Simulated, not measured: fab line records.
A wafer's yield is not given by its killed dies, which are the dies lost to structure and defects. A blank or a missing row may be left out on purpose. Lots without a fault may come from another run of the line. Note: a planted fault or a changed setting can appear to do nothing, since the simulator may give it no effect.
Lot-split experiment ; flow berkeley_cmos170 ; 23 wafers read across 5 lots, on a route 331 steps long

THE SPLIT ITSELF
At UCB170_NWELL_IMPLANT_14, the setting energy_kev was moved away from the recipe's 150 on 6 of the 23 wafers read, by -4.9% to +2.5%. For the rest of the wafers, this setting stayed at what the recipe calls for.

The reading comes from the split's own step.

THE READING
implant.drp_nm (the simulator's own value, which no gauge read), in nm, at UCB170_NWELL_IMPLANT_14. There is no usual value for it anywhere in the file.

wafer;tool, chamber at the split;energy_kev as run;against the recipe;implant.drp_nm, nm;against lot-mates on the recipe
L075.2;implanter-03, 0;150;recipe;62.72;-
L075.5;implanter-03, 0;150;recipe;62.72;-
L075.6;implanter-03, 0;150;recipe;62.72;-
L076.1;implanter-04, 0;150;recipe;62.72;-
L076.2;implanter-04, 0;150;recipe;62.72;-
L076.3;implanter-04, 0;150;recipe;62.72;-
L076.5;implanter-04, 0;150;recipe;62.72;-
L076.6;implanter-04, 0;150;recipe;62.72;-
L081.1;implanter-03, 0;150;recipe;62.72;-
L081.3;implanter-03, 0;150;recipe;62.72;-
L081.4;implanter-03, 0;150;recipe;62.72;-
L081.5;implanter-03, 0;150;recipe;62.72;-
L081.6;implanter-03, 0;150;recipe;62.72;-
L083.1;implanter-04, 0;150;recipe;62.72;-
L083.3;implanter-04, 0;150;recipe;62.72;-
L083.2;implanter-04, 0;142.7;-4.9%;60.32;-2.40
L083.4;implanter-04, 0;142.7;-4.9%;60.32;-2.40
L083.6;implanter-04, 0;142.7;-4.9%;60.32;-2.40
L084.2;implanter-04, 0;153.8;+2.5%;63.92;+1.20
L084.3;implanter-04, 0;153.8;+2.5%;63.92;+1.20
L084.6;implanter-04, 0;153.8;+2.5%;63.92;+1.20
L084.4;implanter-04, 0;150;recipe;62.72;-
L084.5;implanter-04, 0;150;recipe;62.72;-

THE FIT
A straight line over all 23 wafers: implant.drp_nm changes by +0.488 nm for each +1% of energy_kev; r = +1.00; the points scatter about the line by 0.014 nm.
The same after taking each lot's own level away (the mean of its wafers on the recipe; 23 wafers): +0.488 nm for each +1%; r = +1.00; scatter 0.014 nm.
According to that fit, moving energy_kev by its largest amount changes the reading by 2.4 nm.
The lots' own levels span 62.720 to 62.720 nm.
Consequently the slope shifts little with the lot-to-lot level, the two slopes agreeing.
Check: -2.38 nm against its lot-mates is what the line predicts for one of the wafers moved furthest among these (-4.9%) when that wafer is left out of the fit. Against them it came out at -2.4 nm.

THE WHOLE CHAIN: every reading that the file lists as answering this split, in the file's order
step;what it does;reading;change (the file's fit);r (the file's)
UCB170_NWELL_IMPLANT_14;;implant.rp_nm (the simulator's own value, which no gauge read);+1.97 nm for each +1% of the setting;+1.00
UCB170_NWELL_IMPLANT_14;;implant.drp_nm (the simulator's own value, which no gauge read);+0.489 nm for each +1% of the setting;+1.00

FILE'S OWN FIT
implant.drp_nm changes by +0.489 nm for each +1% of energy_kev, r = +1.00.
